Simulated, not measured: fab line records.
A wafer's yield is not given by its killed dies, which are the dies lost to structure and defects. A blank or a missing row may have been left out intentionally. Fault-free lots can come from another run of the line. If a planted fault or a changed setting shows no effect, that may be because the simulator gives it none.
Tool commonality check | flow rit-cmos | Lots sampled 15, wafers sampled 45

REASON FOR OPENING
On 3 of the 15 lots, a flag is raised at RIT_CONTACT_CD_MEAS_08 on the reading cd-nm. No-fault wafers: 1000.1 nm, standard deviation 2.
Rule: a lot is flagged when every wafer of it that has a number lies more than 4 standard deviations from that mean, or none has a number. As for the other lots, they are considered sound.

lot  | measured    | on        | cd-nm (nm), wafer by wafer | flag
L278 | day 3 06:35 | cd-sem-02 | 1000.1 999.9 998.9         |
L279 | day 3 09:15 | cd-sem-01 | 1000.1 999.8 999.2         |
L281 | day 3 23:23 | cd-sem-01 | 1000.2 999.3 997.6         |
L282 | day 4 02:23 | cd-sem-02 | 998.0 997.6 999.4          |
L283 | day 4 11:52 | cd-sem-02 | 1001.6 1003.1 1003.7       |
L284 | day 4 14:46 | cd-sem-01 | 994.2 996.0 997.7          |
L285 | day 4 17:29 | cd-sem-02 | 998.7 1000.1 1000.5        |
L286 | day 5 00:43 | cd-sem-02 | 1004.9 1002.6 1002.8       |
L287 | day 5 06:52 | cd-sem-02 | 997.9 998.2 999.3          |
L289 | day 5 14:04 | cd-sem-02 | 1002.4 1003.3 1001.5       |
L293 | day 6 14:46 | cd-sem-02 | 978.8 979.2 978.5          | FLAGGED
L294 | day 6 18:55 | cd-sem-02 | 980.4 981.9 979.9          | FLAGGED
L295 | day 6 23:40 | cd-sem-02 | 981.0 982.8 983.0          | FLAGGED
L300 | day 8 00:38 | cd-sem-02 | 1001.5 1000.1 1000.1       |
L301 | day 8 04:20 | cd-sem-02 | 999.9 998.7 1000.5         |
The mean of the flagged lots' numbers is 980.6 nm, -19.5 nm from the usual (-10 standard deviations).

WHICH TOOL EACH LOT WENT THROUGH
Before the reading, the record contains 3 process steps out of a 202-step route. Read each cell as the tool, then ch plus the chambers that the sampled wafers visited, then the start.
lot  | flag    | RIT_NLDD_STRIP_09                   | RIT_PSD_STRIP_09                    | RIT_CONTACT_DEVELOP_07
L278 |         | plasma-asher-02 ch 1, day 2 20:38   | plasma-asher-03 ch 0,1, day 3 03:46 | litho-track-03 ch 0, day 3 06:00
L279 |         | plasma-asher-01 ch 0,1, day 2 23:22 | plasma-asher-01 ch 0,1, day 3 06:25 | litho-track-04 ch 0, day 3 09:00
L281 |         | plasma-asher-01 ch 0,1, day 3 13:37 | plasma-asher-04 ch 0,1, day 3 20:31 | litho-track-04 ch 0, day 3 23:00
L282 |         | plasma-asher-04 ch 0,1, day 3 16:07 | plasma-asher-01 ch 0,1, day 3 23:16 | litho-track-03 ch 0, day 4 02:00
L283 |         | plasma-asher-02 ch 0,1, day 4 01:44 | plasma-asher-04 ch 0,1, day 4 08:58 | litho-track-02 ch 0, day 4 11:00
L284 |         | plasma-asher-02 ch 0,1, day 4 04:37 | plasma-asher-04 ch 0,1, day 4 11:38 | litho-track-04 ch 0, day 4 14:00
L285 |         | plasma-asher-02 ch 0,1, day 4 07:02 | plasma-asher-03 ch 0, day 4 14:38   | litho-track-02 ch 0, day 4 17:00
L286 |         | plasma-asher-04 ch 0,1, day 4 14:50 | plasma-asher-01 ch 0,1, day 4 22:00 | litho-track-03 ch 0, day 5 00:00
L287 |         | plasma-asher-02 ch 0,1, day 4 20:53 | plasma-asher-01 ch 0,1, day 5 03:59 | litho-track-04 ch 0, day 5 06:00
L289 |         | plasma-asher-04 ch 0,1, day 5 03:43 | plasma-asher-01 ch 0,1, day 5 11:16 | litho-track-03 ch 0, day 5 13:00
L293 | FLAGGED | plasma-asher-01 ch 0,1, day 6 05:04 | plasma-asher-01 ch 0,1, day 6 11:52 | litho-track-03 ch 0, day 6 14:00
L294 | FLAGGED | plasma-asher-02 ch 0,1, day 6 08:53 | plasma-asher-04 ch 0,1, day 6 16:01 | litho-track-03 ch 0, day 6 18:00
L295 | FLAGGED | plasma-asher-02 ch 0,1, day 6 13:37 | plasma-asher-03 ch 0,1, day 6 20:53 | litho-track-03 ch 0, day 6 23:00
L300 |         | plasma-asher-04 ch 0,1, day 7 13:52 | plasma-asher-04 ch 0,1, day 7 21:44 | litho-track-04 ch 0, day 8 00:00
L301 |         | plasma-asher-02 ch 0,1, day 7 17:46 | plasma-asher-04 ch 0,1, day 8 01:28 | litho-track-04 ch 0, day 8 04:00
What these steps do:
- RIT_NLDD_STRIP_09: strips in O2, time 180 s.
- RIT_PSD_STRIP_09: strips in O2, time 180 s.
- RIT_CONTACT_DEVELOP_07: develop time 120 s.
- RIT_CONTACT_CD_MEAS_08: target cd 1000 nm.

FLAGGED OVER TOTAL, TOOL BY TOOL (the gauges that took the reading come last)
step                   | tool            | lots run | flagged | share of the flagged lots | sound lots run after its first flagged lot
RIT_NLDD_STRIP_09      | plasma-asher-01 | 3        | 1       | some                      | 0
RIT_NLDD_STRIP_09      | plasma-asher-02 | 8        | 2       | some                      | 1 (L301)
RIT_NLDD_STRIP_09      | plasma-asher-04 | 4        | 0       | none                      | -
RIT_PSD_STRIP_09       | plasma-asher-01 | 6        | 1       | some                      | 0
RIT_PSD_STRIP_09       | plasma-asher-03 | 3        | 1       | some                      | 0
RIT_PSD_STRIP_09       | plasma-asher-04 | 6        | 1       | some                      | 2 (L300,L301)
RIT_CONTACT_DEVELOP_07 | litho-track-02  | 2        | 0       | none                      | -
RIT_CONTACT_DEVELOP_07 | litho-track-03  | 7        | 3       | all                       | 0
RIT_CONTACT_DEVELOP_07 | litho-track-04  | 6        | 0       | none                      | -
RIT_CONTACT_CD_MEAS_08 | cd-sem-01       | 3        | 0       | none                      | -
RIT_CONTACT_CD_MEAS_08 | cd-sem-02       | 12       | 3       | all                       | 2 (L300,L301)

THE TABLE: WHAT IT ALLOWS
Every flagged lot went through 2 rows of the table: litho-track-03 at RIT_CONTACT_DEVELOP_07 and cd-sem-02 at RIT_CONTACT_CD_MEAS_08.
- litho-track-03 at RIT_CONTACT_DEVELOP_07 ran 7 lots, 3 of them flagged. Its last sound lot is L289 (day 5 13:00), its first flagged lot L293 (day 6 14:00): a fault that began between those two fits.
- cd-sem-02 at RIT_CONTACT_CD_MEAS_08 ran 12 lots, 3 of them flagged. Sound lots followed the first flagged one (L300, L301) on it, something a lasting fault affecting the whole tool could not allow.
What remains is a single tool, litho-track-03 at RIT_CONTACT_DEVELOP_07.

WHAT WAS PUT IN BY THE SIMULATOR
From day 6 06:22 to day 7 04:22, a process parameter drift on litho-track-03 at RIT_CONTACT_DEVELOP_07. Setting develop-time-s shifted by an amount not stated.
Lots struck among those shown: L293, L294, L295. The rule above reached the same finding.
